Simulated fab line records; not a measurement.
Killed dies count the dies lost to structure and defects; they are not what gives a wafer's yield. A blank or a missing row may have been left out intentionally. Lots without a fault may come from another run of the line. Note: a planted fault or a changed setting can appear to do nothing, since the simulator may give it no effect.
Split-lot study / flow berkeley-cmos170 / 23 wafers read from 5 lots, route of 331 steps

== THE SPLIT ITSELF ==
At UCB170_NVT_IMPLANT_07, the setting energy-kev was moved away from the recipe's 50 on 5 of the 23 wafers read, by -3.5% to +2.8%. All remaining wafers had this setting at the recipe value.

The reading is taken at the split's own step.

== THE READING ==
The simulator's own value implant.drp-nm, read by no gauge, in nm at UCB170_NVT_IMPLANT_07. There is no usual value for it anywhere in the file.

wafer=L074.1; tool, chamber at the split=implanter-02, 0; energy-kev as run=50; against the recipe=recipe; implant.drp-nm, nm=18.57; against lot-mates on the recipe=-
wafer=L074.2; tool, chamber at the split=implanter-02, 0; energy-kev as run=50; against the recipe=recipe; implant.drp-nm, nm=18.57; against lot-mates on the recipe=-
wafer=L074.3; tool, chamber at the split=implanter-02, 0; energy-kev as run=50; against the recipe=recipe; implant.drp-nm, nm=18.57; against lot-mates on the recipe=-
wafer=L074.4; tool, chamber at the split=implanter-02, 0; energy-kev as run=50; against the recipe=recipe; implant.drp-nm, nm=18.57; against lot-mates on the recipe=-
wafer=L074.5; tool, chamber at the split=implanter-02, 0; energy-kev as run=50; against the recipe=recipe; implant.drp-nm, nm=18.57; against lot-mates on the recipe=-
wafer=L076.1; tool, chamber at the split=implanter-04, 0; energy-kev as run=50; against the recipe=recipe; implant.drp-nm, nm=18.57; against lot-mates on the recipe=-
wafer=L076.2; tool, chamber at the split=implanter-04, 0; energy-kev as run=50; against the recipe=recipe; implant.drp-nm, nm=18.57; against lot-mates on the recipe=-
wafer=L076.3; tool, chamber at the split=implanter-04, 0; energy-kev as run=50; against the recipe=recipe; implant.drp-nm, nm=18.57; against lot-mates on the recipe=-
wafer=L076.5; tool, chamber at the split=implanter-04, 0; energy-kev as run=50; against the recipe=recipe; implant.drp-nm, nm=18.57; against lot-mates on the recipe=-
wafer=L076.6; tool, chamber at the split=implanter-04, 0; energy-kev as run=50; against the recipe=recipe; implant.drp-nm, nm=18.57; against lot-mates on the recipe=-
wafer=L079.1; tool, chamber at the split=implanter-03, 0; energy-kev as run=50; against the recipe=recipe; implant.drp-nm, nm=18.57; against lot-mates on the recipe=-
wafer=L079.3; tool, chamber at the split=implanter-03, 0; energy-kev as run=50; against the recipe=recipe; implant.drp-nm, nm=18.57; against lot-mates on the recipe=-
wafer=L079.5; tool, chamber at the split=implanter-03, 0; energy-kev as run=50; against the recipe=recipe; implant.drp-nm, nm=18.57; against lot-mates on the recipe=-
wafer=L079.2; tool, chamber at the split=implanter-03, 0; energy-kev as run=51.41; against the recipe=+2.8%; implant.drp-nm, nm=18.95; against lot-mates on the recipe=+0.38
wafer=L079.4; tool, chamber at the split=implanter-03, 0; energy-kev as run=51.41; against the recipe=+2.8%; implant.drp-nm, nm=18.95; against lot-mates on the recipe=+0.38
wafer=L078.1; tool, chamber at the split=implanter-02, 0; energy-kev as run=50; against the recipe=recipe; implant.drp-nm, nm=18.57; against lot-mates on the recipe=-
wafer=L078.2; tool, chamber at the split=implanter-02, 0; energy-kev as run=50; against the recipe=recipe; implant.drp-nm, nm=18.57; against lot-mates on the recipe=-
wafer=L078.3; tool, chamber at the split=implanter-02, 0; energy-kev as run=48.23; against the recipe=-3.5%; implant.drp-nm, nm=18.1; against lot-mates on the recipe=-0.47
wafer=L078.4; tool, chamber at the split=implanter-02, 0; energy-kev as run=48.23; against the recipe=-3.5%; implant.drp-nm, nm=18.1; against lot-mates on the recipe=-0.47
wafer=L078.5; tool, chamber at the split=implanter-02, 0; energy-kev as run=48.23; against the recipe=-3.5%; implant.drp-nm, nm=18.1; against lot-mates on the recipe=-0.47
wafer=L082.2; tool, chamber at the split=implanter-03, 0; energy-kev as run=50; against the recipe=recipe; implant.drp-nm, nm=18.57; against lot-mates on the recipe=-
wafer=L082.3; tool, chamber at the split=implanter-03, 0; energy-kev as run=50; against the recipe=recipe; implant.drp-nm, nm=18.57; against lot-mates on the recipe=-
wafer=L082.5; tool, chamber at the split=implanter-03, 0; energy-kev as run=50; against the recipe=recipe; implant.drp-nm, nm=18.57; against lot-mates on the recipe=-

THE FIT
A straight line over all 23 wafers: implant.drp-nm changes by +0.133 nm for each +1% of energy-kev; r = +1.00; the points scatter about the line by 0.0013 nm.
The same after taking each lot's own level away (the mean of its wafers on the recipe; 23 wafers): +0.133 nm for each +1%; r = +1.00; scatter 0.0013 nm.
Per that fit: largest energy-kev move, reading shift of 0.47 nm.
The lots' own levels span 18.570 to 18.570 nm.
The two slopes agree, so the slope changes little with the lot-to-lot level.
Check: with one of the wafers moved furthest among these (-3.5%) left out of the fit, the line predicts -0.472 nm for it against its lot-mates. Against them it came out at -0.47 nm.

== THE OTHER SPLITS THESE WAFERS WENT THROUGH ==
Other splits were also applied to these wafers ahead of the reading. Each is held against what the fit with the lots' levels taken away leaves over:
other split on the same wafers=UCB170_NWELL_IMPLANT_14 energy-kev; wafers away from the commonest value=8; r with implant.drp-nm (lot level and that fit taken away)=+0.26
other split on the same wafers=UCB170_PWELL_CVD_05 temp-c; wafers away from the commonest value=5; r with implant.drp-nm (lot level and that fit taken away)=-0.27
other split on the same wafers=UCB170_PWELL_ETCH_14 rf-w; wafers away from the commonest value=5; r with implant.drp-nm (lot level and that fit taken away)=+0.24
other split on the same wafers=UCB170_ACTIVE_PEB_11 peb-temp-c; wafers away from the commonest value=11; r with implant.drp-nm (lot level and that fit taken away)=-0.02
other split on the same wafers=UCB170_PFIELD_COAT_01 spin-rpm; wafers away from the commonest value=7; r with implant.drp-nm (lot level and that fit taken away)=+0.34
other split on the same wafers=UCB170_SACOX_OXIDATION_01 ox-time-s; wafers away from the commonest value=15; r with implant.drp-nm (lot level and that fit taken away)=+0.49

== THE WHOLE CHAIN: every reading that the file lists as answering this split, in the file's order ==
step=UCB170_NVT_IMPLANT_07; what it does=; reading=implant.rp-nm (the simulator's own value, which no gauge read); change (the file's fit)=+0.369 nm for each +1% of the setting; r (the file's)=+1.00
step=UCB170_NVT_IMPLANT_07; what it does=; reading=implant.drp-nm (the simulator's own value, which no gauge read); change (the file's fit)=+0.134 nm for each +1% of the setting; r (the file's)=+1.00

== THE FILE'S OWN FIT ==
implant.drp-nm changes by +0.134 nm for each +1% of energy-kev, r = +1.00.
